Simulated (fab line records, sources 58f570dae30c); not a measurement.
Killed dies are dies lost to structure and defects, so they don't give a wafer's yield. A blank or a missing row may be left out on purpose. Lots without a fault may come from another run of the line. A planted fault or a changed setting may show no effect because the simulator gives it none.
fab line records | flow berkeley_cmos170 | part 2 of 2: steps 28 to 38 of 38
record lots=5 wafers=15 last_day=11
route steps=331 shown PLDD@155 NLDD@158 SPACER@171 PSD@175 NSD@187
lots that met no fault: from a run of the same line without faults
start_h: hours from the record's first day to the start of the lot's first wafer shown | wait_h: hours since the lot's step before | " the same as in the row above | L1.1+2: a row that stands for several wafers | - no value, or no start given | * or withheld: withheld | < > ~ a bound
route shown NAME@n: a module of which the file shows steps, and the number in the route of the first | usual: mean/standard deviation of fault-free wafers | same: alike in all rows | chamber/n: place in a boat | sites: the reading at each site | _std_site: their standard deviation | _edge_site: outer sites' mean less inner sites' | radius_mm: how far each site lies from the wafer's centre | mask NAME#n: copy n | behind: the tool/chamber that last shaped the wafer | hold: why the lot was held/for how many hours/how that ended | device: the transistor (n, p or np) that didn't switch | end of line: the same wafers' tests at the end of the route | a step without rows: its recipe alone | killed: dies lost to structure and defects at the first sort, not the wafer's yield | map: a wafer's dies, x killed, . not, _ none there
set.NAME: the setting as run; set.NAME@STEP: as run at that earlier step | model.NAME: the simulator's own value behind a step, which no gauge read
lots at some steps of the route; a table a step, a row a wafer
services: from which hour (start_h, from the record's first day; less than 0 if before it) a tool's chamber was out of use, for how many hours, and why
## steps
# step UCB170_PSD_OVL_MEAS_07
# usual PSD_OVL=0/5.2
# columns lot.wafer tool chamber start_h wait_h PSD_OVL[nm]
L074.4 overlay-02 - 161.10 0.1 0
L074.5 " - " " -4
L074.6 " - " " 0
L078.3 overlay-01 - 175.32 0.1 4
L078.4 " - " " 9
L078.5 " - " " 5
L084.2 overlay-02 - 202.30 0.1 11
L084.3 " - " " 12
L084.5 " - " " 10
L088.2 overlay-02 - 232.97 0.1 -4
L088.3 " - " " -3
L088.4 " - " " -3
L091.1 overlay-01 - 238.44 0.1 -2
L091.3 " - " " -1
L091.6 " - " " 2
# step UCB170_PSD_IMPLANT_08
# recipe species=B dose_cm2=3e+15 energy_kev=20 tilt_deg=7
# columns lot.wafer tool chamber start_h wait_h
L074.4+5+6 implanter-03 0 161.23 0.1
L078.3+4+5 implanter-03 0 175.39 0.1
L084.2+3+5 implanter-01 0 202.36 0.0
L088.2+3+4 implanter-03 0 233.03 0.0
L091.1+3+6 implanter-01 0 238.48 0.0
# step UCB170_PSD_STRIP_09
# recipe chemistry=O2 power_w=400 pressure_mtorr=3500 platen_temp_c=withheld o2_flow_sccm=400 overash_fraction=0.5
# usual drypump_motor_current_A=5.5/0.46 oes_product_au=0.600/0.0042 strip_time_to_endpoint_s=29.38/0.068
# columns lot.wafer tool chamber start_h wait_h drypump_motor_current_A oes_product_au rf_hours_counter_h strip_time_to_endpoint_s
L074.4 plasma_asher-03 1 161.34 0.1 5.8 0.598 - 29.39
L074.5 " 1 " " 5.8 0.599 - 29.33
L074.6 " 0 " " 5.1 0.597 - 29.42
L078.3 plasma_asher-03 0 175.53 0.1 5.1 0.594 - 29.43
L078.4 " 1 " " 5.8 0.601 - 29.44
L078.5 " 0 " " 5.1 0.601 - 29.46
L084.2 plasma_asher-03 1 202.48 0.1 5.8 0.602 48 29.34
L084.3 " 0 " " 5.1 0.599 - 29.38
L084.5 " 1 " " 5.8 0.593 - 29.38
L088.2 plasma_asher-04 1 233.15 0.1 6.1 0.607 55 29.33
L088.3 " 0 " " 5.8 0.602 - 29.30
L088.4 " 1 " " 6.1 0.596 - 29.39
L091.1 plasma_asher-04 0 238.63 0.1 5.7 0.602 56 29.41
L091.3 " 1 " " 6.1 0.599 - 29.41
L091.6 " 1 " " 6.2 0.592 - 29.32
# step UCB170_PSD_TW_MEAS_10
# usual PSD_TW=2311/20
# columns lot.wafer tool chamber start_h wait_h PSD_TW
L074.4 film_metro-04 - 161.44 0.1 2280
L074.5 " - " " 2279
L074.6 " - " " 2290
L078.3 film_metro-01 - 175.61 0.1 2304
L078.4 " - " " 2314
L078.5 " - " " 2325
L084.2 film_metro-01 - 202.59 0.1 2330
L084.3 " - " " 2321
L084.5 " - " " 2331
L088.2 film_metro-03 - 233.26 0.1 2325
L088.3 " - " " 2340
L088.4 " - " " 2321
L091.1 film_metro-03 - 238.73 0.1 2336
L091.3 " - " " 2330
L091.6 " - " " 2335
# step UCB170_PSD_CLEAN_11
# recipe chemistry=SPM temp_c=120 time_s=600
# columns lot.wafer tool chamber start_h wait_h
L074.4+5+6 wet_bench-02 2 164.87 3.4
L078.3+4+5 wet_bench-02 2 176.65 1.0
L084.2+3+5 wet_bench-02 2 202.79 0.2
L088.2+3+4 wet_bench-03 2 233.31 0.0
L091.1+3+6 wet_bench-04 1 238.86 0.1
# step UCB170_NSD_HMDS_00
# recipe prime_time_s=60 prime_temp_c=100
# usual exhaust_pa=45.1/0.88
# columns lot.wafer tool chamber start_h wait_h exhaust_pa
L074.4 litho_track-02 0 165.57 0.5 44.9
L074.5 " 0 " " 45.0
L074.6 " 0 " " 46.7
L078.3 litho_track-03 0 176.88 0.1 43.8
L078.4 " 0 " " 43.4
L078.5 " 0 " " 43.8
L084.2 litho_track-01 0 203.19 0.2 44.4
L084.3 " 0 " " 44.3
L084.5 " 0 " " 45.4
L088.2 litho_track-01 0 233.53 0.0 44.5
L088.3 " 0 " " 44.9
L088.4 " 0 " " 44.1
L091.1 litho_track-02 0 239.40 0.4 45.3
L091.3 " 0 " " 44.7
L091.6 " 0 " " 45.2
# step UCB170_NSD_COAT_01
# recipe resist=KrF spin_rpm=1500 resist_thk_nm=900
# usual exhaust_pa=45.1/0.89
# columns lot.wafer tool chamber start_h wait_h exhaust_pa
L074.4 litho_track-02 0 165.72 0.1 47.8
L074.5 " 0 " " 46.2
L074.6 " 0 " " 46.2
L078.3 litho_track-03 0 177.03 0.1 44.2
L078.4 " 0 " " 44.4
L078.5 " 0 " " 42.7
L084.2 litho_track-01 0 203.34 0.1 47.0
L084.3 " 0 " " 45.8
L084.5 " 0 " " 45.0
L088.2 litho_track-01 0 233.68 0.1 45.2
L088.3 " 0 " " 44.6
L088.4 " 0 " " 44.8
L091.1 litho_track-02 0 239.55 0.1 45.6
L091.3 " 0 " " 45.2
L091.6 " 0 " " 44.5
# step UCB170_NSD_SOFTBAKE_02
# recipe resist=KrF temp_c=130 time_s=60
# usual exhaust_pa=45.0/0.92
# columns lot.wafer tool chamber start_h wait_h exhaust_pa
L074.4 litho_track-02 0 165.87 0.1 44.6
L074.5 " 0 " " 45.2
L074.6 " 0 " " 45.4
L078.3 litho_track-03 0 177.18 0.1 44.7
L078.4 " 0 " " 45.8
L078.5 " 0 " " 46.0
L084.2 litho_track-01 0 203.49 0.1 44.3
L084.3 " 0 " " 43.8
L084.5 " 0 " " 45.3
L088.2 litho_track-01 0 233.83 0.1 44.8
L088.3 " 0 " " 45.4
L088.4 " 0 " " 45.2
L091.1 litho_track-02 0 239.70 0.1 45.1
L091.3 " 0 " " 44.3
L091.6 " 0 " " 45.2
# step UCB170_NSD_EXPOSE_03
# recipe mask_id=NSELECT_MOD na=0.5 sigma_outer=0.6 source_shape=conventional target_cd_nm=1200 dose_mj=30
# columns lot.wafer tool chamber start_h wait_h mask
L074.4+5+6 krf_scanner-01 0 166.13 0.2 NSELECT_MOD#0
L078.3+4+5 krf_scanner-01 0 177.32 0.1 NSELECT_MOD#0
L084.2+3+5 krf_scanner-01 0 203.87 0.3 NSELECT_MOD#0
L088.2+3+4 krf_scanner-01 0 233.97 0.1 NSELECT_MOD#0
L091.1+3+6 krf_scanner-02 0 239.98 0.2 NSELECT_MOD#0
# step UCB170_NSD_PEB_04
# recipe peb_temp_c=129 peb_time_s=withheld resist=KrF
# usual exhaust_pa=45.0/0.86
# columns lot.wafer tool chamber start_h wait_h exhaust_pa
L074.4 litho_track-02 0 166.29 0.1 43.8
L074.5 " 0 " " 45.3
L074.6 " 0 " " 43.6
L078.3 litho_track-02 0 177.50 0.2 46.2
L078.4 " 0 " " 46.5
L078.5 " 0 " " 46.2
L084.2 litho_track-03 0 203.99 0.1 45.0
L084.3 " 0 " " 44.1
L084.5 " 0 " " 43.9
L088.2 litho_track-02 0 234.09 0.1 45.4
L088.3 " 0 " " 44.1
L088.4 " 0 " " 45.0
L091.1 litho_track-02 0 240.30 0.3 45.9
L091.3 " 0 " " 44.7
L091.6 " 0 " " 44.6
# step UCB170_NSD_DEVELOP_05
# recipe developer=TMAH develop_time_s=45 resist=KrF dev_temp_c=21
# usual exhaust_pa=45.0/0.84
# columns lot.wafer tool chamber start_h wait_h exhaust_pa
L074.4 litho_track-02 0 - - 44.2
L074.5 " 0 " " 45.7
L074.6 " 0 " " 46.1
L078.3 litho_track-02 0 - - 44.1
L078.4 " 0 " " 46.0
L078.5 " 0 " " 44.8
L084.2 litho_track-03 0 - - 45.2
L084.3 " 0 " " 43.7
L084.5 " 0 " " 43.7
L088.2 litho_track-02 0 - - 44.9
L088.3 " 0 " " 44.1
L088.4 " 0 " " 43.6
L091.1 litho_track-02 0 - - 45.9
L091.3 " 0 " " 44.9
L091.6 " 0 " " 44.5
## services
# columns tool chamber start_h hours kind
rie_diel-04 0 132.61 2.6 repair
rie_diel-01 2 144.93 3.5 repair
krf_scanner-02 - 148.36 0.3 repair
krf_scanner-01 - 150.67 0.8 pm
implanter-01 - 159.36 4.1 repair
implanter-04 - 160.48 3.6 pm
implanter-01 - 163.45 1.5 repair
implanter-01 - 164.95 7.7 pm
furnace-02 - 173.73 2.8 pm
krf_scanner-02 - 177.09 0.8 pm
krf_scanner-02 - 177.96 1.3 pm
krf_scanner-01 - 194.57 0.7 repair
implanter-03 - 195.63 3.8 repair
implanter-03 - 203.48 0.7 repair
furnace-01 - 203.75 1.3 repair
rie_diel-01 0 213.03 5.8 repair
rie_diel-01 - 213.30 0.9 repair
wet_bench-02 - 221.05 7.4 repair
furnace-01 - 223.89 4.2 pm
krf_scanner-02 - 224.74 2.7 repair
krf_scanner-01 - 227.41 1.0 pm
plasma_asher-03 - 230.01 2.0 repair
implanter-01 - 232.97 5.3 repair
furnace-02 - 238.74 2.7 pm
